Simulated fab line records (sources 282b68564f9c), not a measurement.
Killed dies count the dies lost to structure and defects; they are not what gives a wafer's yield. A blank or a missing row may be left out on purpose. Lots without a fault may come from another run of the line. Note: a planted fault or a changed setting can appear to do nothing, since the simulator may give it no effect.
Which tool is to blame? / flow rit-cmos / 14 lots, 42 wafers sampled, at 4 steps of a route of 202

== WHAT THE GAUGES SHOWED, per wafer ==
RIT_WELLDRIVE_RS_MEAS_01: the measuring method here is four-point-probe. Usual: for NWELL_RS the level is 275.3 ohm/sq and the standard deviation is 0.82.
lot=L757; measured=day 2 05:37; on=film-metro-03; NWELL_RS (ohm/sq)=275.4 274.8 274.2; flag=
lot=L759; measured=day 2 14:49; on=film-metro-02; NWELL_RS (ohm/sq)=275.2 275.5 275.5; flag=
lot=L760; measured=day 2 19:26; on=film-metro-03; NWELL_RS (ohm/sq)=276.1 275.5 275.3; flag=
lot=L761; measured=day 3 01:15; on=film-metro-02; NWELL_RS (ohm/sq)=275.7 276.4 275.1; flag=
lot=L762; measured=day 3 06:08; on=film-metro-03; NWELL_RS (ohm/sq)=273.4 273.4 273.4; flag=
lot=L763; measured=day 3 10:17; on=film-metro-03; NWELL_RS (ohm/sq)=275.4 275.8 275.8; flag=
lot=L764; measured=day 3 14:58; on=film-metro-02; NWELL_RS (ohm/sq)=275.6 276.1 274.8; flag=
lot=L766; measured=day 4 02:38; on=film-metro-03; NWELL_RS (ohm/sq)=275.6 275.7 276.2; flag=
lot=L769; measured=day 4 16:20; on=film-metro-03; NWELL_RS (ohm/sq)=274.8 274.0 274.5; flag=
lot=L772; measured=day 5 08:25; on=film-metro-04; NWELL_RS (ohm/sq)=276.0 275.6 276.0; flag=
lot=L773; measured=day 5 12:34; on=film-metro-02; NWELL_RS (ohm/sq)=282.0 282.1 281.8; flag=OFF
lot=L774; measured=day 5 16:45; on=film-metro-03; NWELL_RS (ohm/sq)=282.5 281.6 282.3; flag=OFF
lot=L775; measured=day 5 21:47; on=film-metro-04; NWELL_RS (ohm/sq)=274.9 275.2 274.2; flag=
lot=L779; measured=day 6 18:17; on=film-metro-03; NWELL_RS (ohm/sq)=275.9 276.6 276.1; flag=

RIT_SDANNEAL_RS_MEAS_06: the measuring method here is four-point-probe. Usual: for PLDD_RS the level is 178.5 ohm/sq and the standard deviation is 0.44.
lot=L757; measured=day 3 07:38; on=film-metro-04; PLDD_RS (ohm/sq)=178.8 178.6 178.9; flag=
lot=L759; measured=day 3 11:56; on=film-metro-03; PLDD_RS (ohm/sq)=177.9 178.4 178.0; flag=
lot=L760; measured=day 3 16:13; on=film-metro-04; PLDD_RS (ohm/sq)=178.6 178.4 178.9; flag=
lot=L761; measured=day 3 22:44; on=film-metro-01; PLDD_RS (ohm/sq)=178.8 178.7 179.1; flag=
lot=L762; measured=day 4 03:14; on=film-metro-04; PLDD_RS (ohm/sq)=178.9 179.0 178.9; flag=
lot=L763; measured=day 4 08:01; on=film-metro-04; PLDD_RS (ohm/sq)=178.0 177.9 178.1; flag=
lot=L764; measured=day 4 11:53; on=film-metro-01; PLDD_RS (ohm/sq)=178.9 178.8 178.7; flag=
lot=L766; measured=day 4 23:34; on=film-metro-03; PLDD_RS (ohm/sq)=178.2 177.8 178.6; flag=
lot=L769; measured=day 5 13:58; on=film-metro-03; PLDD_RS (ohm/sq)=178.8 178.2 178.0; flag=
lot=L772; measured=day 6 05:53; on=film-metro-04; PLDD_RS (ohm/sq)=177.6 177.7 178.0; flag=
lot=L773; measured=day 6 09:34; on=film-metro-04; PLDD_RS (ohm/sq)=178.3 178.2 178.3; flag=
lot=L774; measured=day 6 14:46; on=film-metro-03; PLDD_RS (ohm/sq)=178.4 178.7 178.9; flag=
lot=L775; measured=day 6 19:18; on=film-metro-04; PLDD_RS (ohm/sq)=178.0 178.3 178.5; flag=
lot=L779; measured=day 7 15:43; on=film-metro-04; PLDD_RS (ohm/sq)=179.0 178.3 178.4; flag=

== TOOL THAT RAN EACH LOT (tool first, then ch and the chambers of the sampled wafers, then the start) ==
lot=L757; RIT_NWELL_IMPLANT_08=implanter-02 ch 0, day 1 22:09; RIT_NLDD_STRIP_09=plasma-asher-01 ch 0,1, day 2 19:14
lot=L759; RIT_NWELL_IMPLANT_08=implanter-03 ch 0, day 2 07:28; RIT_NLDD_STRIP_09=plasma-asher-03 ch 0,1, day 3 03:50
lot=L760; RIT_NWELL_IMPLANT_08=implanter-03 ch 0, day 2 12:08; RIT_NLDD_STRIP_09=plasma-asher-04 ch 0, day 3 08:16
lot=L761; RIT_NWELL_IMPLANT_08=implanter-02 ch 0, day 2 18:07; RIT_NLDD_STRIP_09=plasma-asher-01 ch 0,1, day 3 14:44
lot=L762; RIT_NWELL_IMPLANT_08=implanter-02 ch 0, day 2 23:00; RIT_NLDD_STRIP_09=plasma-asher-04 ch 0,1, day 3 19:21
lot=L763; RIT_NWELL_IMPLANT_08=implanter-02 ch 0, day 3 02:36; RIT_NLDD_STRIP_09=plasma-asher-04 ch 0,1, day 3 23:56
lot=L764; RIT_NWELL_IMPLANT_08=implanter-03 ch 0, day 3 07:40; RIT_NLDD_STRIP_09=plasma-asher-01 ch 0,1, day 4 03:48
lot=L766; RIT_NWELL_IMPLANT_08=implanter-02 ch 0, day 3 19:10; RIT_NLDD_STRIP_09=plasma-asher-01 ch 1, day 4 15:39
lot=L769; RIT_NWELL_IMPLANT_08=implanter-03 ch 0, day 4 09:11; RIT_NLDD_STRIP_09=plasma-asher-04 ch 0,1, day 5 05:51
lot=L772; RIT_NWELL_IMPLANT_08=implanter-02 ch 0, day 5 00:34; RIT_NLDD_STRIP_09=plasma-asher-04 ch 0,1, day 5 21:39
lot=L773; RIT_NWELL_IMPLANT_08=implanter-02 ch 0, day 5 05:33; RIT_NLDD_STRIP_09=plasma-asher-04 ch 0,1, day 6 01:42
lot=L774; RIT_NWELL_IMPLANT_08=implanter-02 ch 0, day 5 09:44; RIT_NLDD_STRIP_09=plasma-asher-04 ch 0,1, day 6 06:34
lot=L775; RIT_NWELL_IMPLANT_08=implanter-03 ch 0, day 5 14:27; RIT_NLDD_STRIP_09=plasma-asher-01 ch 0,1, day 6 11:16
lot=L779; RIT_NWELL_IMPLANT_08=implanter-03 ch 0, day 6 10:37; RIT_NLDD_STRIP_09=plasma-asher-01 ch 0,1, day 7 07:17
- RIT_NWELL_IMPLANT_08
- RIT_NLDD_STRIP_09: strips in O2, time 180 s.

== WHAT THE TOOLS THEMSELVES READ (means of the sampled wafers that have a number; where no wafer has one, the mark that the record gives instead) ==
RIT_NWELL_IMPLANT_08. Usual: dose-ions-cm2 5e+13, standard deviation 4.9e+10.
lot=L757 tool=implanter-02 dose-ions-cm2=5e+13 flag=
lot=L759 tool=implanter-03 dose-ions-cm2=5e+13 flag=
lot=L760 tool=implanter-03 dose-ions-cm2=5e+13 flag=
lot=L761 tool=implanter-02 dose-ions-cm2=5e+13 flag=
lot=L762 tool=implanter-02 dose-ions-cm2=5e+13 flag=
lot=L763 tool=implanter-02 dose-ions-cm2=5e+13 flag=
lot=L764 tool=implanter-03 dose-ions-cm2=5e+13 flag=
lot=L766 tool=implanter-02 dose-ions-cm2=5e+13 flag=
lot=L769 tool=implanter-03 dose-ions-cm2=5e+13 flag=
lot=L772 tool=implanter-02 dose-ions-cm2=5e+13 flag=
lot=L773 tool=implanter-02 dose-ions-cm2=5e+13 flag=
lot=L774 tool=implanter-02 dose-ions-cm2=5e+13 flag=
lot=L775 tool=implanter-03 dose-ions-cm2=5e+13 flag=
lot=L779 tool=implanter-03 dose-ions-cm2=5e+13 flag=

RIT_NLDD_STRIP_09. Usual: drypump-motor-current-A 5.5 A, standard deviation 0.35.
lot=L757; tool=plasma-asher-01; drypump-motor-current-A (A)=6.0; flag=
lot=L759; tool=plasma-asher-03; drypump-motor-current-A (A)=5.3; flag=
lot=L760; tool=plasma-asher-04; drypump-motor-current-A (A)=5.5; flag=
lot=L761; tool=plasma-asher-01; drypump-motor-current-A (A)=6.0; flag=
lot=L762; tool=plasma-asher-04; drypump-motor-current-A (A)=5.4; flag=
lot=L763; tool=plasma-asher-04; drypump-motor-current-A (A)=5.3; flag=
lot=L764; tool=plasma-asher-01; drypump-motor-current-A (A)=5.7; flag=
lot=L766; tool=plasma-asher-01; drypump-motor-current-A (A)=6.1; flag=
lot=L769; tool=plasma-asher-04; drypump-motor-current-A (A)=5.3; flag=
lot=L772; tool=plasma-asher-04; drypump-motor-current-A (A)=5.3; flag=
lot=L773; tool=plasma-asher-04; drypump-motor-current-A (A)=5.4; flag=
lot=L774; tool=plasma-asher-04; drypump-motor-current-A (A)=5.4; flag=
lot=L775; tool=plasma-asher-01; drypump-motor-current-A (A)=5.7; flag=
lot=L779; tool=plasma-asher-01; drypump-motor-current-A (A)=5.7; flag=

== THE ANSWER, worked out from the rows above alone ==
Rule: a lot is off if the mean of its wafers that have a number lies more than 3 standard deviations from the usual mean. A lot without any number at a reading at which 4 lots or more have one is off too. The other lots that the step has rows for count as sound. Order of review: gauges by route order, followed by the tools' own readings, for which a lot's mean as printed above is used. At the first step where some lot is off, the reading lying furthest off is the one used; lots without a number count as furthest.
Off: at RIT_WELLDRIVE_RS_MEAS_01 (NWELL_RS), L773, L774.
A tool fits if, at a process step before that reading, it ran every lot that is off, and no sound lot after the first of them. Gauges at RIT_WELLDRIVE_RS_MEAS_01: tried the same way as those tools. One candidate fits, namely implanter-02 at RIT_NWELL_IMPLANT_08. Its last sound lot is L772 (day 5 00:34), its first lot that is off L773 (day 5 05:33): a fault that began between those two fits.

== WHAT THE SIMULATOR HAD INSERTED ==
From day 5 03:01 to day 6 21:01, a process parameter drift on implanter-02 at RIT_NWELL_IMPLANT_08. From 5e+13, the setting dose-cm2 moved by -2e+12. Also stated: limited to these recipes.
Lots struck among those shown: L773, L774. Same finding as the rule above.
